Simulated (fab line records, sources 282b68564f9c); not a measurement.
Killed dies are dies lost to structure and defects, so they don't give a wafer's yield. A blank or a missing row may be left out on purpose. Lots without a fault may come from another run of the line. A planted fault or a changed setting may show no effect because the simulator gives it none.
fab line records | flow rit_cmos
record lots=6 wafers=18 last_day=7
route steps=202 shown SPACER@127 NSD@131 PSD@142 SDANNEAL@153 PLDD@159 M1@202
lots that met no fault: from a run of the same line without faults
start_h: hours from the record's first day to the start of the lot's first wafer shown | wait_h: hours since the lot's step before | " the same as in the row above | L1.1+2: a row that stands for several wafers | - no value, or no start given | * or withheld: withheld | < > ~ a bound
route shown NAME@n: a module of which the file shows steps, and the number in the route of the first | usual: mean/standard deviation of fault-free wafers | same: alike in all rows | chamber/n: place in a boat | sites: the reading at each site | _std_site: their standard deviation | _edge_site: outer sites' mean less inner sites' | radius_mm: how far each site lies from the wafer's centre | mask NAME#n: copy n | behind: the tool/chamber that last shaped the wafer | hold: why the lot was held/for how many hours/how that ended | device: the transistor (n, p or np) that didn't switch | end of line: the same wafers' tests at the end of the route | a step without rows: its recipe alone | killed: dies lost to structure and defects at the first sort, not the wafer's yield | map: a wafer's dies, x killed, . not, _ none there
set.NAME: the setting as run; set.NAME@STEP: as run at that earlier step | model.NAME: the simulator's own value behind a step, which no gauge read
lots at some steps of the route; a table a step, a row a wafer
services: from which hour (start_h, from the record's first day; less than 0 if before it) a tool's chamber was out of use, for how many hours, and why
## steps
# step RIT_SPACER_CLEAN_02
# recipe chemistry=SC2 mix=3:3:50 time_s=600 temp_c=75 dry=n2_spin
# step RIT_SPACER_CVD_03
# recipe material=Si3N4 target_thk_nm=250 temp_c=810 precursor=SiH2Cl2/NH3 time_s=3300 pressure_mtorr=300 sih2cl2_flow_sccm=60 nh3_flow_sccm=150
# step RIT_SPACER_THK_MEAS_04
# recipe reads=Si3N4_of_SPACER_CVD_03
# usual SPACER_NITRIDE_THK=250.5/2.2
# columns lot.wafer tool chamber start_h wait_h SPACER_NITRIDE_THK[nm]
L612.2 film_metro-01 - 61.25 0.0 251.6
L612.3 " - " " 249.6
L612.6 " - " " 248.5
L616.1 film_metro-03 - 79.90 0.0 252.5
L616.2 " - " " 252.2
L616.5 " - " " 252.3
L618.1 film_metro-01 - 93.57 0.0 247.4
L618.2 " - " " 245.6
L618.5 " - " " 248.5
L619.1 film_metro-03 - 100.93 0.0 253.0
L619.2 " - " " 250.2
L619.6 " - " " 251.4
L623.2 film_metro-01 - 121.81 0.0 249.6
L623.4 " - " " 249.5
L623.6 " - " " 249.0
L632.4 film_metro-04 - 161.26 0.0 251.7
L632.5 " - " " 251.9
L632.6 " - " " 252.1
# step RIT_SPACER_ETCHBACK_05
# recipe target_depth_a=2500 SF6_flow_sccm=30 CHF3_flow_sccm=30 target=Si3N4 chemistry=SF6/CHF3 pressure_mtorr=40 rf_w=250 time_s=240 stop_on=SiO2
# usual drypump_motor_current_A=5.7/0.42 oes_product_au=0.842/0.01 throttle_valve_pct=10.22/0.13
# columns lot.wafer tool chamber start_h wait_h drypump_motor_current_A oes_product_au rf_hours_counter_h throttle_valve_pct
L612.2 rie_diel-01 2 61.30 0.0 5.7 0.839 159 10.01
L612.3 " 0 " " 6.6 0.834 71 10.34
L612.6 " 0 " " 6.6 0.823 - 10.36
L616.1 rie_diel-01 2 79.96 0.1 5.7 0.846 159 10.03
L616.2 " 1 " " 5.2 0.861 5 10.23
L616.5 " 3 " " 5.2 0.842 - 10.12
L618.1 rie_diel-02 0 93.63 0.1 5.7 0.833 124 10.19
L618.2 " 3 " " 5.3 0.826 116 10.06
L618.5 " 2 " " 5.9 0.823 - 10.24
L619.1 rie_diel-02 1 100.99 0.1 5.9 0.858 11 10.37
L619.2 " 2 " " 5.9 0.840 103 10.24
L619.6 " 2 " " 5.9 0.836 - 10.23
L623.2 rie_diel-01 1 121.86 0.0 5.1 0.843 6 10.23
L623.4 " 2 " " 5.7 0.845 0 10.03
L623.6 " 3 " " 5.2 0.834 - 10.10
L632.4 rie_diel-01 1 161.37 0.1 5.2 0.863 - 10.23
L632.5 " 2 " " 5.7 0.853 - 10.04
L632.6 " 0 " " 6.6 0.835 - 10.35
# step RIT_NSD_HMDS_00
# recipe prime_time_s=60 prime_temp_c=140
# step RIT_NSD_COAT_01
# recipe resist=NOVOLAK spin_rpm=3250 resist_thk_nm=1000
# step RIT_NSD_SOFTBAKE_02
# recipe resist=NOVOLAK temp_c=90 time_s=60
# step RIT_NSD_EXPOSE_03
# recipe mask_id=M9 na=0.57 target_cd_nm=40700 dose_mj=250
# step RIT_NSD_PEB_04
# recipe resist=NOVOLAK temp_c=withheld time_s=withheld
# step RIT_NSD_DEVELOP_05
# recipe resist=NOVOLAK develop_time_s=50 dev_temp_c=23
# step RIT_NSD_OVL_MEAS_06
# usual NSD_OVL=0.3/1.5
# columns lot.wafer tool chamber start_h wait_h NSD_OVL[nm]
L612.2 overlay-02 - 62.43 - -3.4
L612.3 " - " " -1.8
L612.6 " - " " -3.6
L616.1 overlay-01 - 81.08 - 1.8
L616.2 " - " " 1.3
L616.5 " - " " 0.1
L618.1 overlay-02 - 94.76 - 1.3
L618.2 " - " " 0.7
L618.5 " - " " 0.0
L619.1 overlay-02 - 102.33 - -0.2
L619.2 " - " " -1.8
L619.6 " - " " -1.7
L623.2 overlay-02 - 123.08 - -1.3
L623.4 " - " " -1.9
L623.6 " - " " -1.1
L632.4 overlay-01 - 162.52 - 0.5
L632.5 " - " " 0.6
L632.6 " - " " -0.3
# step RIT_NSD_HARDBAKE_07
# recipe resist=NOVOLAK temp_c=140 time_s=60
# step RIT_NSD_IMPLANT_08
# recipe species=P energy_kev=25 dose_cm2=1e+15 tilt_deg=7
# usual tilt_deg=6.999/0.019
# columns lot.wafer tool chamber start_h wait_h tilt_deg
L612.2 implanter-03 0 62.64 0.1 7.015
L612.3 " 0 " " 7.016
L612.6 " 0 " " 7.033
L616.1 implanter-03 0 81.27 0.1 8.159
L616.2 " 0 " " 8.176
L616.5 " 0 " " 8.136
L618.1 implanter-02 0 95.03 0.1 6.995
L618.2 " 0 " " 7.000
L618.5 " 0 " " 6.999
L619.1 implanter-03 0 102.58 0.1 8.138
L619.2 " 0 " " 8.179
L619.6 " 0 " " 8.156
L623.2 implanter-02 0 123.29 0.1 7.015
L623.4 " 0 " " 7.022
L623.6 " 0 " " 6.997
L632.4 implanter-04 0 162.76 0.1 7.001
L632.5 " 0 " " 6.957
L632.6 " 0 " " 6.958
# step RIT_NSD_STRIP_09
# recipe chemistry=O2 time_s=180 resist=NOVOLAK platen_temp_c=withheld power_w=500 pressure_mtorr=4000 o2_flow_sccm=4000
# usual drypump_motor_current_A=5.4/0.47 o2_flow_sccm=4002/12 rf_refl_power_W=6.8/0.72
# columns lot.wafer tool chamber start_h wait_h drypump_motor_current_A o2_flow_sccm rf_hours_counter_h rf_refl_power_W
L612.2 plasma_asher-04 1 62.76 0.1 5.2 3998 42 7.4
L612.3 " 1 " " 5.2 3991 - 7.1
L612.6 " 1 " " 5.2 3993 - 7.0
L616.1 plasma_asher-04 1 81.42 0.1 5.2 4012 44 7.5
L616.2 " 0 " " 4.8 3978 44 7.7
L616.5 " 1 " " 5.2 3996 - 7.4
L618.1 plasma_asher-04 0 95.18 0.1 4.8 3989 46 7.6
L618.2 " 1 " " 5.2 3992 46 7.4
L618.5 " 1 " " 5.2 4003 - 7.3
L619.1 plasma_asher-01 0 102.73 0.1 5.1 3998 46 6.5
L619.2 " 1 " " 6.1 4024 46 5.8
L619.6 " 0 " " 5.1 4015 - 7.0
L623.2 plasma_asher-04 0 123.41 0.1 4.8 4016 0 7.5
L623.4 " 0 " " 4.8 4006 - 7.5
L623.6 " 1 " " 5.2 4004 - 7.4
L632.4 plasma_asher-01 1 162.90 0.1 6.1 4015 - 5.9
L632.5 " 1 " " 6.1 4012 - 5.9
L632.6 " 0 " " 5.1 3997 - 6.4
# step RIT_NSD_TW_MEAS_10
# usual NSD_TW=3173/28
# columns lot.wafer tool chamber start_h wait_h NSD_TW
L612.2 film_metro-04 - 62.95 0.1 3168
L612.3 " - " " 3134
L612.6 " - " " 3145
L616.1 film_metro-03 - 81.59 0.1 3186
L616.2 " - " " 3171
L616.5 " - " " 3185
L618.1 film_metro-04 - 95.35 0.1 3168
L618.2 " - " " 3170
L618.5 " - " " 3186
L619.1 film_metro-04 - 102.90 0.1 3171
L619.2 " - " " 3158
L619.6 " - " " 3177
L623.2 film_metro-04 - 123.60 0.1 3178
L623.4 " - " " 3181
L623.6 " - " " 3155
L632.4 film_metro-03 - 163.04 0.1 3198
L632.5 " - " " 3202
L632.6 " - " " 3196
# step RIT_PSD_HMDS_00
# recipe prime_time_s=60 prime_temp_c=140
# step RIT_PSD_COAT_01
# recipe resist=NOVOLAK spin_rpm=3250 resist_thk_nm=1000
# step RIT_PSD_SOFTBAKE_02
# recipe resist=NOVOLAK temp_c=90 time_s=60
# step RIT_PSD_EXPOSE_03
# recipe mask_id=M10 na=0.57 target_cd_nm=40900 dose_mj=250
# step RIT_PSD_PEB_04
# recipe resist=NOVOLAK temp_c=withheld time_s=withheld
# step RIT_PSD_DEVELOP_05
# recipe resist=NOVOLAK develop_time_s=50 dev_temp_c=23
# step RIT_PSD_OVL_MEAS_06
# usual PSD_OVL=-0.9/1.3
# columns lot.wafer tool chamber start_h wait_h PSD_OVL[nm]
L612.2 overlay-02 - 64.05 - -2.5
L612.3 " - " " -0.2
L612.6 " - " " -1.7
L616.1 overlay-02 - 82.53 - -0.3
L616.2 " - " " -0.3
L616.5 " - " " 0.1
L618.1 overlay-02 - 96.60 - -3.2
L618.2 " - " " -3.5
L618.5 " - " " -2.7
L619.1 overlay-01 - 104.15 - -1.1
L619.2 " - " " -0.3
L619.6 " - " " -1.8
L623.2 overlay-01 - 124.65 - 1.9
L623.4 " - " " 2.2
L623.6 " - " " 0.8
L632.4 overlay-02 - 164.07 - -1.0
L632.5 " - " " -1.9
L632.6 " - " " -2.0
# step RIT_PSD_HARDBAKE_07
# recipe resist=NOVOLAK temp_c=140 time_s=60
# step RIT_PSD_IMPLANT_08
# recipe species=BF2 energy_kev=27 dose_cm2=5e+15 tilt_deg=7
# step RIT_PSD_STRIP_09
# recipe chemistry=O2 time_s=180 resist=NOVOLAK platen_temp_c=withheld power_w=500 pressure_mtorr=4000 o2_flow_sccm=4000
# usual drypump_motor_current_A=5.5/0.56 o2_flow_sccm=4000/11 rf_refl_power_W=7.2/1
# columns lot.wafer tool chamber start_h wait_h drypump_motor_current_A o2_flow_sccm rf_hours_counter_h rf_refl_power_W
L612.2 plasma_asher-04 1 64.38 0.1 5.2 3996 42 7.0
L612.3 " 1 " " 5.2 4001 - 7.3
L612.6 " 1 " " 5.2 4006 - 7.1
L616.1 plasma_asher-01 1 82.86 0.1 6.1 4002 44 5.7
L616.2 " 0 " " 5.1 4021 44 6.7
L616.5 " 1 " " 6.1 3989 - 5.7
L618.1 plasma_asher-04 1 96.94 0.1 5.2 3983 46 7.3
L618.2 " 0 " " 4.8 3974 46 7.6
L618.5 " 1 " " 5.2 3996 - 7.3
L619.1 plasma_asher-04 1 104.60 0.1 5.2 3985 47 7.1
L619.2 " 0 " " 4.8 4025 47 7.9
L619.6 " 1 " " 5.2 3995 - 7.2
L623.2 plasma_asher-04 0 124.98 0.1 4.8 3995 1 7.4
L623.4 " 1 " " 5.2 3979 - 7.3
L623.6 " 1 " " 5.2 4017 - 7.1
L632.4 plasma_asher-04 1 164.44 0.1 5.2 3997 - 7.2
L632.5 " 1 " " 5.2 4004 - 7.0
L632.6 " 0 " " 4.8 3974 - 7.2
# step RIT_PSD_TW_MEAS_10
# usual PSD_TW=3486/35
# columns lot.wafer tool chamber start_h wait_h PSD_TW
L612.2 film_metro-03 - 64.56 0.1 3527
L612.3 " - " " 3532
L612.6 " - " " 3544
L616.1 film_metro-04 - 83.04 0.1 3513
L616.2 " - " " 3494
L616.5 " - " " 3494
L618.1 film_metro-02 - 97.11 0.1 3423
L618.2 " - " " 3429
L618.5 " - " " 3434
L619.1 film_metro-03 - 104.77 0.1 3492
L619.2 " - " " 3497
L619.6 " - " " 3504
L623.2 film_metro-03 - 125.17 0.1 3540
L623.4 " - " " 3533
L623.6 " - " " 3533
L632.4 film_metro-03 - 164.59 0.1 3474
L632.5 " - " " 3508
L632.6 " - " " 3488
# step RIT_SDANNEAL_CLEAN_00
# recipe chemistry=SC1 mix=3:3:50 time_s=600 temp_c=75
# step RIT_SDANNEAL_CLEAN_01
# recipe chemistry=dHF dilution=50:1 time_s=30
# step RIT_SDANNEAL_CLEAN_02
# recipe chemistry=SC2 mix=3:3:50 time_s=600 temp_c=75 dry=n2_spin
# step RIT_SDANNEAL_RTA_03
# recipe temp_c=1050 time_s=5 idle_temp_c=600 ramp_up_c_per_s=342 ramp_down_c_per_s=171 cool_to_c=600 ambient=N2
# usual wafer_temp_C_max=1053.6/1.2
# columns lot.wafer tool chamber start_h wait_h wafer_temp_C_max
L612.2 rtp_anneal-01 0 65.17 0.0 1051.6
L612.3 " 0 " " 1052.3
L612.6 " 0 " " 1053.0
L616.1 rtp_anneal-01 0 83.48 0.0 1055.1
L616.2 " 0 " " 1054.2
L616.5 " 0 " " 1053.1
L618.1 rtp_anneal-01 0 97.55 0.0 1054.6
L618.2 " 0 " " 1054.3
L618.5 " 0 " " 1052.9
L619.1 rtp_anneal-02 0 105.20 0.0 1053.9
L619.2 " 0 " " 1051.9
L619.6 " 0 " " 1055.5
L623.2 rtp_anneal-01 0 125.59 0.0 1056.1
L623.4 " 0 " " 1052.6
L623.6 " 0 " " 1052.5
L632.4 rtp_anneal-01 0 165.03 0.0 1052.6
L632.5 " 0 " " 1055.2
L632.6 " 0 " " 1053.9
# step RIT_SDANNEAL_RS_MEAS_04
# recipe thk_meas_gauge=four-point-probe
# usual PSD_RS=115.83/0.3
# columns lot.wafer tool chamber start_h wait_h PSD_RS[ohm/sq]
L612.2 film_metro-04 - 65.23 0.1 116.02
L612.3 " - " " 115.88
L612.6 " - " " 115.88
L616.1 film_metro-04 - 83.54 0.0 116.38
L616.2 " - " " 116.52
L616.5 " - " " 116.05
L618.1 film_metro-04 - 97.61 0.0 115.63
L618.2 " - " " 115.53
L618.5 " - " " 115.80
L619.1 film_metro-03 - 105.26 0.0 115.41
L619.2 " - " " 115.56
L619.6 " - " " 115.37
L623.2 film_metro-03 - 125.66 0.1 116.13
L623.4 " - " " 115.96
L623.6 " - " " 115.85
L632.4 film_metro-02 - 165.12 0.1 115.86
L632.5 " - " " 115.52
L632.6 " - " " 115.53
# step RIT_SDANNEAL_RS_MEAS_05
# recipe thk_meas_gauge=four-point-probe
# usual NSD_RS=84.43/0.28
# columns lot.wafer tool chamber start_h wait_h NSD_RS[ohm/sq]
L612.2 film_metro-04 - 65.35 0.1 84.37
L612.3 " - " " 84.33
L612.6 " - " " 84.43
L616.1 film_metro-04 - 83.66 0.1 -
L616.2 " - " " -
L616.5 " - " " -
L618.1 film_metro-04 - 97.73 0.1 84.15
L618.2 " - " " 84.22
L618.5 " - " " 84.15
L619.1 film_metro-03 - 105.38 0.1 -
L619.2 " - " " -
L619.6 " - " " -
L623.2 film_metro-03 - 125.78 0.1 84.54
L623.4 " - " " 84.57
L623.6 " - " " 84.55
L632.4 film_metro-02 - 165.24 0.1 84.70
L632.5 " - " " 84.48
L632.6 " - " " 85.04
# step RIT_SDANNEAL_RS_MEAS_06
# recipe thk_meas_gauge=four-point-probe
# usual PLDD_RS=178.4/0.43
# columns lot.wafer tool chamber start_h wait_h PLDD_RS[ohm/sq]
L612.2 film_metro-04 - 65.47 0.1 177.9
L612.3 " - " " 178.6
L612.6 " - " " 178.3
L616.1 film_metro-04 - 83.78 0.1 179.3
L616.2 " - " " 179.3
L616.5 " - " " 179.0
L618.1 film_metro-04 - 97.85 0.1 178.5
L618.2 " - " " 178.6
L618.5 " - " " 178.8
L619.1 film_metro-03 - 105.50 0.1 178.3
L619.2 " - " " 178.5
L619.6 " - " " 179.1
L623.2 film_metro-03 - 125.90 0.1 179.0
L623.4 " - " " 179.1
L623.6 " - " " 178.9
L632.4 film_metro-02 - 165.36 0.1 178.9
L632.5 " - " " 178.3
L632.6 " - " " 178.3
# step RIT_M1_PROBE_99
# usual killed_at_front_end=6.8/2.8 killed_dies=6.9/2.8 killed_open=3.3/1.9 killed_short=3.5/1.8
# same gross_dies=264 killed_at_M0_to_M3=0 killed_at_M4_up=0 killed_at_back_side=0 killed_at_contacts=0 killed_at_other=0
# columns lot.wafer tool chamber start_h wait_h killed_at_front_end killed_dies killed_open killed_short model.etest.diode_nplus_pwell.bv_v model.etest.nmos_0p3.bv_v model.etest.nmos_0p15.bv_v model.etest.diode_nplus_pwell.cj_ff_um2 model.etest.diode_nplus_comb.cj_ff_um2
L612.2 prober-02 - 72.70 0.1 8 8 5 3 5.974 5.56 5.56 2.061 2.642
L612.3 prober-02 - 72.75 0.2 5 5 2 3 5.977 5.524 5.524 2.053 2.636
L612.6 prober-02 - 72.90 0.2 7 7 4 3 6.011 5.548 5.548 2.06 2.65
L616.1 prober-02 - 90.94 0.1 10 10 3 7 5.842 5.468 5.468 2.116 2.678
L616.2 prober-02 - 90.99 0.1 9 9 3 5 5.802 5.454 5.454 2.124 2.694
L616.5 prober-02 - 91.14 0.2 11 11 3 8 5.83 5.477 5.477 2.127 2.687
L618.1 prober-02 - 105.10 0.1 9 9 3 6 5.89 5.446 5.446 2.066 2.613
L618.2 prober-02 - 105.15 0.1 9 9 2 7 5.92 5.447 5.447 2.093 2.685
L618.5 prober-02 - 105.30 0.2 6 6 4 2 5.928 5.453 5.453 2.094 2.661
L619.1 prober-01 - 112.87 0.1 13 13 7 6 5.771 5.404 5.404 2.119 2.67
L619.2 prober-01 - 112.92 0.1 8 8 4 4 5.793 5.419 5.419 2.122 2.679
L619.6 prober-01 - 113.12 0.2 5 5 3 2 5.826 5.443 5.443 2.13 2.692
L623.2 prober-01 - 133.79 0.4 2 2 1 1 5.899 5.391 5.391 2.095 2.69
L623.4 prober-01 - 133.89 0.5 3 3 1 2 5.938 5.449 5.449 2.092 2.671
L623.6 prober-01 - 133.99 0.6 2 2 1 1 5.895 5.434 5.434 2.088 2.675
L632.4 prober-01 - 173.48 0.2 6 6 1 5 6.034 5.556 5.556 2.052 2.607
L632.5 prober-01 - 173.53 0.2 7 7 2 5 6.077 5.557 5.557 2.049 2.624
L632.6 prober-01 - 173.58 0.2 7 7 4 3 6.009 5.529 5.529 2.041 2.611
# killed by level:class
L612.2 GATE:geometric_particle:open=4 GATE:geometric_particle:short=2 FOX1:geometric_particle:short=1 SILICIDE:geometric_particle:open=1
L612.3 GATE:geometric_particle:short=3 FOX1:geometric_particle:open=1 GATE:geometric_particle:open=1
L612.6 GATE:geometric_particle:open=4 GATE:geometric_particle:short=1 REOX:geometric_particle:short=1 SILICIDE:geometric_particle:short=1
L616.1 GATE:geometric_particle:short=3 GATE:geometric_particle:open=2 REOX:geometric_particle:short=2 SILICIDE:geometric_particle:short=2 REOX:geometric_particle:open=1
L616.2 GATE:geometric_particle:short=3 REOX:geometric_particle:short=2 REOX:geometric_particle:open=2 SILICIDE:geometric_particle:open=1 NRETRO:coat_microbubble_printed=1
L616.5 GATE:geometric_particle:short=3 REOX:geometric_particle:short=3 REOX:geometric_particle:open=2 FOX2:geometric_particle:open=1 SPACER:geometric_particle:short=1 SILICIDE:geometric_particle:short=1
L618.1 GATE:geometric_particle:open=3 SPACER:geometric_particle:short=3 GATE:geometric_particle:short=2 REOX:geometric_particle:short=1
L618.2 GATE:geometric_particle:short=3 SPACER:geometric_particle:short=2 SPACER:geometric_particle:open=2 FOX2:geometric_particle:short=1 REOX:geometric_particle:short=1
L618.5 GATE:geometric_particle:open=2 SPACER:geometric_particle:open=2 FOX1:geometric_particle:short=1 GATE:geometric_particle:short=1
L619.1 GATE:geometric_particle:short=3 REOX:geometric_particle:open=3 GATE:geometric_particle:open=2 REOX:geometric_particle:short=2 FOX1:geometric_particle:open=1 FOX2:geometric_particle:short=1 SPACER:geometric_particle:open=1
L619.2 GATE:geometric_particle:short=3 GATE:geometric_particle:open=2 SILICIDE:geometric_particle:open=2 REOX:geometric_particle:short=1
L619.6 FOX1:geometric_particle:short=1 FOX2:geometric_particle:open=1 SPACER:geometric_particle:short=1 GATE:geometric_particle:open=1 SPACER:geometric_particle:open=1
L623.2 REOX:geometric_particle:open=1 SPACER:geometric_particle:short=1
L623.4 GATE:geometric_particle:short=2 GATE:geometric_particle:open=1
L623.6 FOX2:geometric_particle:open=1 GATE:geometric_particle:short=1
L632.4 SPACER:geometric_particle:short=2 FOX1:geometric_particle:short=1 GATE:geometric_particle:short=1 REOX:geometric_particle:short=1 SPACER:geometric_particle:open=1
L632.5 REOX:geometric_particle:short=2 FOX2:geometric_particle:short=1 GATE:geometric_particle:open=1 GATE:geometric_particle:short=1 SPACER:geometric_particle:short=1 SILICIDE:geometric_particle:open=1
L632.6 FOX2:geometric_particle:open=2 FOX1:geometric_particle:short=1 FOX2:geometric_particle:short=1 SPACER:geometric_particle:short=1 SPACER:geometric_particle:open=1 SILICIDE:geometric_particle:open=1
## services
# columns tool chamber start_h hours kind
implanter-04 - 61.84 4.6 repair
implanter-04 - 62.46 3.3 repair
plasma_asher-01 - 85.33 2.8 pm
rie_diel-02 1 102.31 16.7 repair
rie_diel-02 0 102.37 5.3 repair
rie_diel-01 2 105.66 - clean
rie_diel-01 2 105.66 15.9 scheduled_down
rie_diel-01 2 105.66 15.9 vent_cycle
plasma_asher-04 - 108.75 9.0 pm
plasma_asher-04 0 108.75 9.0 vent_cycle
plasma_asher-04 1 108.75 9.0 vent_cycle
implanter-02 - 108.95 2.0 repair
implanter-03 - 112.80 3.0 repair
plasma_asher-04 0 117.75 - clean
plasma_asher-04 1 117.75 - clean
implanter-03 - 128.96 4.0 pm
implanter-04 - 132.03 0.7 repair
rie_diel-01 3 155.21 17.6 repair
rie_diel-02 1 155.31 8.9 repair
rie_diel-01 1 156.87 3.2 repair
## key
first_sign step=RIT_NSD_IMPLANT_08 reading=tilt_deg direction=up sigmas=62 usual=6.999 struck=8.157
effect step=RIT_SDANNEAL_RS_MEAS_05 reading=NSD_RS direction=missing
model_effect step=RIT_M1_PROBE_99 value=etest.diode_nplus_pwell.bv_v without=5.943 struck=5.811
met_at RIT_NSD_IMPLANT_08
struck_wafers L616.1,L616.2,L616.5,L619.1,L619.2,L619.6
tester_left_out L616,L619
onset_between 62.64 81.27
fault kind=process_parameter_drift tool=implanter-03 chamber=- onset_h=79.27 steps=RIT_NSD_IMPLANT_08 channel=tilt_deg offset=1.1462 shape=step end_h=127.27 acts_in=these_recipes_only stated=7
# tester_left_out: of these lots the tester's yield and bins aren't shown, on N5 and GAA mostly nor the transistor test; their killed dies are dies lost to structure and defects alone, not to doping, threshold or leakage, so they don't give the yield
